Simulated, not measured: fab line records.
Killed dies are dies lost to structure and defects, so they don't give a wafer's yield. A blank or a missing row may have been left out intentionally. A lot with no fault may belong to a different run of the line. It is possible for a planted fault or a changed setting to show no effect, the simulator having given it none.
fab line records    flow berkeleyCmos170
record: lots: 15  wafers: 45  lastDay: 13
route steps=331 shown PWELL@50 NVT@112 GATE@141 BACKSIDE@202
lots that met no fault: from a run of the same line without faults
startH: start of the lot's first displayed wafer, in hours after the record's first day    waitH: how many hours have passed since the lot's step before this one    " same as the row above    L1.1+2: a single row standing in for several wafers    - no value, or no start was given    * or withheld: withheld    < > ~ a bound
route shown NAME@n: NAME is a module with steps in the file, n the number in the route of the first one    usual: mean/standard deviation of fault-free wafers    same: alike in all rows    chamber/n: place in a boat    sites: the reading at each site    _std_site: their standard deviation    _edge_site: inner sites' mean taken away from outer sites' mean    radiusMm: how far each site lies from the wafer's centre    mask NAME#n: copy n    behind: the tool/chamber that last shaped the wafer    hold: what put the lot on hold/how long, in hours/how the hold closed    device: the transistor (n, p or np) that didn't switch    end of line: the same wafers' tests at the end of the route    a step without rows: its recipe alone    killed: the dies lost at the first sort to structure and to defects; this is not the yield of the wafer    map: per-die view of a wafer (x killed, . not killed, _ where there is no die)
set.NAME: setting as actually run; set.NAME@STEP: the setting as run at that earlier step    model.NAME: the simulator's own value behind a step, which no gauge read
steps of the route over a sample of lots; a table a step, a row a wafer
services: the hour from which a tool's chamber was out of use, counted from the record's first day as startH (under 0 if before that day), plus the number of hours and why
== steps ==
step: UCB170_PWELL_STRIP_16
recipe: chemistry: O2  powerW: 400  pressureMtorr: 3500  platenTempC: withheld  o2FlowSccm: 400  overashFraction: 0.5
usual: drypumpMotorCurrentA: 5.6/0.35  oesProductAu: 0.721/0.0049  stripTimeToEndpointS: 18.08/0.077
lot.wafer  tool            chamber  startH  waitH  drypumpMotorCurrentA  oesProductAu  rfHoursCounterH  stripTimeToEndpointS
L306.1     plasmaAsher-01  1        51.03   0.1    5.1                   0.725         30               18.17
L306.4     "               0        "       "      5.5                   0.722         -                18.07
L306.5     "               1        "       "      5.1                   0.717         -                18.11
L307.4     plasmaAsher-01  1        51.34   0.1    5.1                   0.728         -                18.18
L307.5     "               0        "       "      5.5                   0.723         -                18.02
L307.6     "               1        "       "      5.1                   0.718         -                18.21
L309.1     plasmaAsher-04  1        60.60   0.1    5.6                   0.719         33               18.09
L309.3     "               1        "       "      5.6                   0.726         -                18.23
L309.5     "               0        "       "      6.0                   0.713         -                17.91
L308.2     plasmaAsher-03  0        60.81   0.1    5.2                   0.727         32               18.13
L308.5     "               1        "       "      6.0                   0.721         -                18.14
L308.6     "               0        "       "      5.2                   0.716         -                18.14
L311.1     plasmaAsher-03  1        73.83   0.1    6.0                   0.722         34               17.94
L311.2     "               0        "       "      5.2                   0.712         34               18.12
L311.6     "               0        "       "      5.2                   0.720         -                18.00
L310.3     plasmaAsher-04  0        74.12   0.1    6.1                   0.722         -                18.10
L310.4     "               1        "       "      5.6                   0.721         -                18.17
L310.6     "               0        "       "      6.0                   0.715         -                18.01
L313.1     plasmaAsher-01  1        90.04   0.1    5.1                   0.716         35               18.00
L313.2     "               0        "       "      5.5                   0.725         35               17.94
L313.3     "               1        "       "      5.1                   0.726         -                17.98
L315.2     plasmaAsher-01  1        97.12   0.1    5.1                   0.723         36               18.09
L315.3     "               0        "       "      5.5                   0.732         -                18.07
L315.5     "               1        "       "      5.2                   0.727         -                18.09
L317.4     plasmaAsher-03  0        108.93  0.1    5.2                   0.713         -                18.12
L317.5     "               0        "       "      5.2                   0.724         -                18.08
L317.6     "               1        "       "      6.0                   0.721         -                18.05
L316.3     plasmaAsher-04  1        109.07  0.1    5.6                   0.731         -                18.06
L316.4     "               0        "       "      6.1                   0.730         -                18.02
L316.5     "               1        "       "      5.6                   0.721         -                18.01
L318.1     plasmaAsher-04  1        116.21  0.1    5.6                   0.720         40               18.11
L318.2     "               0        "       "      6.1                   0.728         40               18.11
L318.4     "               0        "       "      6.1                   0.723         -                17.99
L319.3     plasmaAsher-03  0        116.81  0.1    5.2                   0.725         -                18.07
L319.4     "               1        "       "      5.9                   0.724         -                18.01
L319.5     "               1        "       "      6.0                   0.724         -                18.07
L320.2     plasmaAsher-04  1        127.96  0.1    5.6                   0.717         41               17.90
L320.3     "               0        "       "      6.1                   0.726         -                18.04
L320.6     "               0        "       "      6.1                   0.716         -                17.96
L322.1     plasmaAsher-03  1        144.79  0.1    6.0                   0.729         42               18.14
L322.5     "               0        "       "      5.2                   0.722         -                17.98
L322.6     "               1        "       "      5.9                   0.722         -                18.07
L328.4     plasmaAsher-04  0        165.77  0.1    6.1                   0.722         -                18.07
L328.5     "               1        "       "      5.6                   0.721         -                18.16
L328.6     "               0        "       "      6.1                   0.714         -                18.05
step: UCB170_NVT_STRIP_08
recipe: chemistry: O2  powerW: 400  pressureMtorr: 3500  platenTempC: withheld  o2FlowSccm: 400  overashFraction: 0.5
usual: drypumpMotorCurrentA: 5.6/0.4  oesProductAu: 0.735/0.0043  stripTimeToEndpointS: 21.63/0.057
lot.wafer  tool            chamber  startH  waitH  drypumpMotorCurrentA  oesProductAu  rfHoursCounterH  stripTimeToEndpointS
L307.4     plasmaAsher-02  1        120.30  0.1    6.2                   0.732         -                21.69
L307.5     "               0        "       "      5.5                   0.735         -                21.74
L307.6     "               1        "       "      6.2                   0.740         -                21.69
L306.1     plasmaAsher-02  1        120.66  0.1    6.2                   0.736         33               21.60
L306.4     "               1        "       "      6.2                   0.728         -                21.61
L306.5     "               0        "       "      5.5                   0.731         -                21.63
L308.2     plasmaAsher-03  1        129.02  0.1    5.9                   0.731         41               21.53
L308.5     "               0        "       "      5.2                   0.733         -                21.51
L308.6     "               1        "       "      5.9                   0.735         -                21.54
L309.1     plasmaAsher-01  0        129.26  0.1    5.5                   0.730         2                21.64
L309.3     "               0        "       "      5.5                   0.739         -                21.69
L309.5     "               1        "       "      5.1                   0.726         -                21.64
L311.1     plasmaAsher-02  1        148.04  0.1    6.2                   0.738         36               21.61
L311.2     "               0        "       "      5.5                   0.741         36               21.60
L311.6     "               0        "       "      5.5                   0.741         -                21.61
L310.3     plasmaAsher-01  1        148.32  0.1    5.1                   0.731         -                21.67
L310.4     "               0        "       "      5.6                   0.738         -                21.66
L310.6     "               1        "       "      5.1                   0.737         -                21.60
L315.2     plasmaAsher-02  0        158.88  0.1    5.5                   0.736         38               21.59
L315.3     "               1        "       "      6.2                   0.727         -                21.70
L315.5     "               0        "       "      5.5                   0.740         -                21.60
L313.1     plasmaAsher-03  1        159.51  0.1    6.0                   0.728         44               21.63
L313.2     "               0        "       "      5.2                   0.736         44               21.65
L313.3     "               0        "       "      5.2                   0.734         -                21.63
L317.4     plasmaAsher-03  1        193.68  0.1    6.0                   0.731         -                21.59
L317.5     "               0        "       "      5.2                   0.729         -                21.54
L317.6     "               1        "       "      5.9                   0.737         -                21.57
L316.3     plasmaAsher-01  1        193.80  0.1    5.2                   0.730         -                21.66
L316.4     "               0        "       "      5.5                   0.730         -                21.61
L316.5     "               0        "       "      5.5                   0.745         -                21.62
L319.3     plasmaAsher-02  0        193.92  0.1    5.5                   0.733         -                21.62
L319.4     "               1        "       "      6.2                   0.736         -                21.64
L319.5     "               1        "       "      6.2                   0.732         -                21.68
L318.1     plasmaAsher-02  0        198.77  0.1    5.5                   0.734         42               21.51
L318.2     "               1        "       "      6.2                   0.736         42               21.55
L318.4     "               1        "       "      6.2                   0.733         -                21.54
L320.2     plasmaAsher-03  0        211.92  0.1    5.2                   0.737         48               21.68
L320.3     "               1        "       "      5.9                   0.742         -                21.69
L320.6     "               0        "       "      5.2                   0.740         -                21.63
L322.1     plasmaAsher-01  0        218.94  0.1    5.5                   0.730         11               21.68
L322.5     "               1        "       "      5.1                   0.733         -                21.70
L322.6     "               0        "       "      5.6                   0.739         -                21.74
L328.4     plasmaAsher-03  0        250.43  0.1    5.2                   0.738         -                21.67
L328.5     "               1        "       "      5.9                   0.736         -                21.71
L328.6     "               0        "       "      5.2                   0.739         -                21.70
step: UCB170_GATE_ETCH_15
recipe: chemistry: HBr/Cl2  target: poly-Si  stopOn: SiO2  overEtchFrac: 0.3  icpW: 300  biasW: 150  timeS: 56.3  pressureMtorr: 15  HBr_flow_sccm: 150  Cl2_flow_sccm: 50  targetDepthA: 2782
usual: drypumpMotorCurrentA: 5.7/0.45  heBacksideLeakSccm: 2.64/0.26  oesProductAu: 0.831/0.017  overEtchFrac: 0.3/0  throttleValvePct: 26.41/0.25
lot.wafer  tool      chamber  startH  waitH  drypumpMotorCurrentA  heBacksideLeakSccm  oesProductAu  overEtchFrac  rfHoursCounterH  throttleValvePct
L308.2     rieSi-02  2        140.80  -      6.0                   2.44                0.857         0.3           8                25.95
L308.5     "         3        "       "      5.4                   2.53                0.818         0.3           -                26.82
L308.6     "         0        "       "      5.9                   2.38                0.818         0.3           -                26.56
L307.4     rieSi-01  2        140.99  -      6.7                   2.77                0.823         0.3           41               26.46
L307.5     "         0        "       "      5.3                   3.26                0.839         0.3           -                26.34
L307.6     "         3        "       "      6.1                   2.43                0.863         0.3           -                26.22
L306.1     rieSi-02  3        141.06  -      5.4                   2.76                0.818         0.3           2                26.82
L306.4     "         1        "       "      5.3                   2.82                0.822         0.3           0                26.52
L306.5     "         1        "       "      5.3                   2.73                0.820         0.3           -                26.51
L309.1     rieSi-02  0        146.34  -      5.9                   2.53                0.818         0.3           29               26.56
L309.3     "         3        "       "      5.4                   2.62                0.816         0.3           2                26.82
L309.5     "         3        "       "      5.4                   2.53                0.818         0.3           -                26.83
L310.3     rieSi-01  3        166.04  -      6.1                   2.56                0.849         0.3           52               26.22
L310.4     "         2        "       "      6.7                   2.72                0.831         0.3           41               26.46
L310.6     "         0        "       "      5.3                   3.25                0.816         0.3           -                26.34
L311.1     rieSi-02  3        166.28  -      5.4                   2.65                0.814         0.3           2                26.80
L311.2     "         1        "       "      5.3                   2.82                0.810         0.3           0                26.53
L311.6     "         3        "       "      5.4                   2.87                0.809         0.3           -                26.82
L315.2     rieSi-02  1        175.14  -      5.3                   2.74                0.832         0.3           0                26.52
L315.3     "         3        "       "      5.4                   2.73                0.817         0.3           2                26.82
L315.5     "         3        "       "      5.4                   2.48                0.829         0.3           -                26.83
L313.1     rieSi-01  2        175.42  -      6.7                   2.72                0.830         0.3           41               26.46
L313.2     "         3        "       "      6.1                   2.58                0.851         0.3           52               26.22
L313.3     "         0        "       "      5.3                   3.25                0.829         0.3           80               26.35
L319.3     rieSi-01  3        213.87  -      6.1                   2.48                0.850         0.3           52               26.21
L319.4     "         2        "       "      6.7                   2.66                0.835         0.3           41               26.46
L319.5     "         0        "       "      5.3                   3.30                0.820         0.3           -                26.34
L316.3     rieSi-02  1        214.10  -      5.3                   2.76                0.822         0.3           0                26.53
L316.4     "         3        "       "      5.4                   2.81                0.816         0.3           2                26.81
L316.5     "         2        "       "      6.0                   2.50                0.844         0.3           -                25.93
L317.4     rieSi-01  3        214.33  -      6.1                   2.45                0.847         0.3           52               26.21
L317.5     "         0        "       "      5.3                   3.19                0.823         0.3           -                26.36
L317.6     "         3        "       "      6.1                   2.56                0.854         0.3           -                26.24
L318.1     rieSi-02  2        216.75  -      6.0                   2.45                0.977         0.06          8                25.93
L318.2     "         0        "       "      5.9                   2.49                0.938         0.06          30               26.57
L318.4     "         1        "       "      5.3                   2.58                0.921         0.06          0                26.54
L320.2     rieSi-02  1        228.72  -      5.3                   3.02                0.946         0.06          0                26.54
L320.3     "         2        "       "      6.0                   2.64                0.984         0.06          8                25.94
L320.6     "         1        "       "      5.3                   2.76                0.946         0.06          -                26.55
L322.1     rieSi-02  1        236.11  -      5.3                   2.78                0.948         0.06          1                26.53
L322.5     "         3        "       "      5.4                   2.36                0.937         0.06          -                26.81
L322.6     "         0        "       "      5.9                   2.58                0.940         0.06          -                26.57
L328.4     rieSi-01  1        267.14  -      5.3                   2.40                0.841         0.3           1                26.22
L328.5     "         1        "       "      5.4                   2.38                0.856         0.3           -                26.22
L328.6     "         0        "       "      5.3                   3.18                0.814         0.3           -                26.34
step: UCB170_BACKSIDE_STRIP_03
recipe: chemistry: O2  powerW: 400  pressureMtorr: 3500  platenTempC: withheld  o2FlowSccm: 400  overashFraction: 0.5
usual: drypumpMotorCurrentA: 5.7/0.37  oesProductAu: 0.735/0.0044  stripTimeToEndpointS: 21.99/0.066
lot.wafer  tool            chamber  startH  waitH  drypumpMotorCurrentA  oesProductAu  rfHoursCounterH  stripTimeToEndpointS
L308.2     plasmaAsher-02  1        156.16  0.1    6.2                   0.733         37               21.98
L308.5     "               0        "       "      5.5                   0.729         -                21.98
L308.6     "               1        "       "      6.2                   0.736         -                22.02
L306.1     plasmaAsher-01  0        156.34  0.1    5.5                   0.730         5                21.92
L306.4     "               0        "       "      5.5                   0.730         -                21.99
L306.5     "               1        "       "      5.1                   0.738         -                21.97
L307.4     plasmaAsher-02  1        156.65  0.1    6.2                   0.735         -                21.84
L307.5     "               0        "       "      5.5                   0.746         -                21.79
L307.6     "               1        "       "      6.2                   0.731         -                21.77
L309.1     plasmaAsher-01  0        165.11  0.1    5.6                   0.730         6                22.03
L309.3     "               0        "       "      5.5                   0.733         -                22.11
L309.5     "               1        "       "      5.1                   0.731         -                22.03
L311.1     plasmaAsher-04  1        182.59  0.1    5.6                   0.734         47               22.08
L311.2     "               0        "       "      6.1                   0.734         47               21.98
L311.6     "               1        "       "      5.6                   0.739         -                22.04
L310.3     plasmaAsher-02  1        182.82  0.1    6.2                   0.735         -                22.03
L310.4     "               0        "       "      5.5                   0.737         -                21.99
L310.6     "               0        "       "      5.5                   0.739         -                21.98
L315.2     plasmaAsher-02  1        196.92  0.1    6.2                   0.733         41               22.03
L315.3     "               1        "       "      6.2                   0.729         -                22.05
L315.5     "               1        "       "      6.2                   0.735         -                22.01
L313.1     plasmaAsher-01  0        197.04  0.1    5.5                   0.727         9                22.10
L313.2     "               1        "       "      5.1                   0.729         9                22.04
L313.3     "               1        "       "      5.1                   0.733         -                22.04
L319.3     plasmaAsher-04  1        228.41  0.1    5.6                   0.737         -                21.94
L319.4     "               0        "       "      6.1                   0.735         -                22.01
L319.5     "               1        "       "      5.6                   0.736         -                21.97
L317.4     plasmaAsher-01  0        228.55  0.1    5.5                   0.737         -                22.06
L317.5     "               0        "       "      5.5                   0.740         -                21.96
L317.6     "               1        "       "      5.1                   0.733         -                22.03
L316.3     plasmaAsher-04  0        228.86  0.1    6.1                   0.732         -                21.97
L316.4     "               1        "       "      5.6                   0.739         -                22.00
L316.5     "               0        "       "      6.0                   0.739         -                22.04
L318.1     plasmaAsher-01  1        229.03  0.1    5.1                   0.730         12               21.84
L318.2     "               0        "       "      5.6                   0.738         12               21.96
L318.4     "               1        "       "      5.1                   0.736         -                21.97
L320.2     plasmaAsher-02  0        245.66  0.1    5.5                   0.731         46               22.00
L320.3     "               0        "       "      5.5                   0.738         -                22.04
L320.6     "               0        "       "      5.5                   0.735         -                22.08
L322.1     plasmaAsher-02  0        255.37  0.1    5.5                   0.728         47               22.00
L322.5     "               1        "       "      6.2                   0.739         -                22.01
L322.6     "               0        "       "      5.5                   0.743         -                22.06
L328.4     plasmaAsher-01  1        287.23  0.1    5.1                   0.729         -                22.03
L328.5     "               0        "       "      5.5                   0.736         -                21.96
L328.6     "               1        "       "      5.1                   0.735         -                21.96
== services ==
tool            chamber  startH  hours  kind
plasmaAsher-02  -        37.12   2.8    pm
plasmaAsher-04  -        37.31   2.8    pm
rieSi-02        1        66.48   -      clean
rieSi-02        1        66.48   19.3   scheduledDown
rieSi-02        1        66.48   19.3   ventCycle
plasmaAsher-01  -        82.60   1.1    repair
rieSi-01        1        84.53   -      clean
rieSi-01        1        84.53   16.3   scheduledDown
rieSi-01        1        84.53   16.3   ventCycle
rieSi-02        0        95.66   9.3    repair
rieSi-01        2        107.00  5.8    repair
plasmaAsher-01  -        108.75  9.0    pm
plasmaAsher-01  0        108.75  9.0    ventCycle
plasmaAsher-01  1        108.75  9.0    ventCycle
plasmaAsher-01  0        117.75  -      clean
plasmaAsher-01  1        117.75  -      clean
rieSi-02        1        126.14  11.4   repair
rieSi-01        3        143.96  2.0    repair
plasmaAsher-03  -        145.54  4.0    repair
plasmaAsher-03  -        196.53  0.5    repair
rieSi-01        3        225.18  2.0    repair
plasmaAsher-04  -        250.73  4.9    repair
plasmaAsher-03  -        255.31  15.6   pm
== key ==
firstSign: step: UCB170_GATE_ETCH_15  reading: overEtchFrac  direction: down  sigmas: 99+  usual: 0.3  struck: 0.06
effect: step: UCB170_GATE_ETCH_15  reading: oesProductAu  direction: up  sigmas: 6.9  usual: 0.831  struck: 0.949
metAt UCB170_GATE_ETCH_15
struckLots L318,L320,L322
sortLeftOut L318.1,L318.2,L318.4,L320.2,L320.3,L320.6,L322.1,L322.5,L322.6
testerLeftOut L318,L320,L322
notActingAt UCB170_PWELL_STRIP_16,UCB170_NVT_STRIP_08,UCB170_BACKSIDE_STRIP_03
onsetBetween 214.10 216.75
fault: kind: processParameterDrift  tool: rieSi-02  chamber: -  onsetH: 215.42  steps: UCB170_GATE_ETCH_15  channel: overEtchFrac  offset: -0.24  shape: step  endH: 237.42  stated: 0.3
testerLeftOut: of these lots the tester's yield and bins aren't shown, on N5 and GAA mostly nor the transistor test; their killed dies are dies lost to structure and defects alone, not to doping, threshold or leakage, so they don't give the yield
sortLeftOut: the simulated sort isn't trusted on such a fault, so these wafers' sort isn't shown, and their yield isn't known
